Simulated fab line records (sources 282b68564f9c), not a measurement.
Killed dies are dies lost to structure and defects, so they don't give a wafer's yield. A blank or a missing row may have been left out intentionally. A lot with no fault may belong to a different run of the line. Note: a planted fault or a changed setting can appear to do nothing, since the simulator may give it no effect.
Struck lot and sound lot, side by side -- flow rit-cmos -- 14 out of 202 route steps
Sound: wafers L795.1, L795.3, L795.6. Struck: wafers L793.3, L793.4, L793.6. The cause comes at the end.
Per side, at each step with rows, come the tool, then ch with its chambers, and then its first start. Under that, the readings that differ: sound wafers -- struck wafers -- difference of the means -- sigmas: that difference in standard deviations of wafers without a fault.
alike: readings with means less than 2 such deviations apart, plus words and numbers identical on both sides. not compared: withheld readings, readings lacking a value on some wafer, bounds such as >300 that could conceal the same value, and numbers that have no deviation in the record and whose values overlap.
The two part at a step that has a row with sigmas, a row that says differs or no value, or rows on one side only. Numbers that don't overlap but have no deviation are shown without sigmas and don't part them. A reading that every wafer of one side lacks parts them only if that side has two wafers or more.

first, 4 steps without rows for these wafers: RIT_NLDD_SOFTBAKE_02 (time 60 s); RIT_NLDD_EXPOSE_03 (exposes mask M7, target cd 40700 nm); RIT_NLDD_PEB_04; RIT_NLDD_DEVELOP_05 (develop time 50 s).
RIT_NLDD_OVL_MEAS_06:
  sound: overlay-02 at day 6 09:06; struck: overlay-02 at day 5 21:37
  alike: NLDD_OVL
then, 2 steps without rows for these wafers: RIT_NLDD_HARDBAKE_07 (time 60 s); RIT_NLDD_IMPLANT_08.
RIT_NLDD_STRIP_09: strips in O2, time 180 s.
  sound on plasma-asher-04 ch 0,1, day 6 09:26; struck on plasma-asher-01 ch 0,1, day 5 22:13
  alike: drypump-motor-current-A
  not compared: rf-hours-counter-h
RIT_NLDD_TW_MEAS_10:
  sound: film-metro-03 at day 6 09:37; struck: film-metro-02 at day 5 22:21
  alike: NLDD_TW
then, 3 steps without rows for these wafers: RIT_PLDD_HMDS_00 (prime time 60 s); RIT_PLDD_COAT_01 (resist thk 1000 nm); RIT_PLDD_SOFTBAKE_02 (time 60 s).
RIT_PLDD_EXPOSE_03: exposes mask M8, target cd 40900 nm.
  struck on iline-stepper-01, day 5 23:00; sound on iline-stepper-01 ch 0, day 6 10:08
  no value came back on the struck wafers for exposure-dose-mJ-cm2, focus-offset-nm (nm); on the sound wafers exposure-dose-mJ-cm2 reads 250.18 249.72 249.94
  alike: mask
following that, these wafers have no rows for 1 step: RIT_PLDD_PEB_04.

## WHERE THEY PART
Within this record, at RIT_PLDD_EXPOSE_03 only.

WHY: what the simulator had put in
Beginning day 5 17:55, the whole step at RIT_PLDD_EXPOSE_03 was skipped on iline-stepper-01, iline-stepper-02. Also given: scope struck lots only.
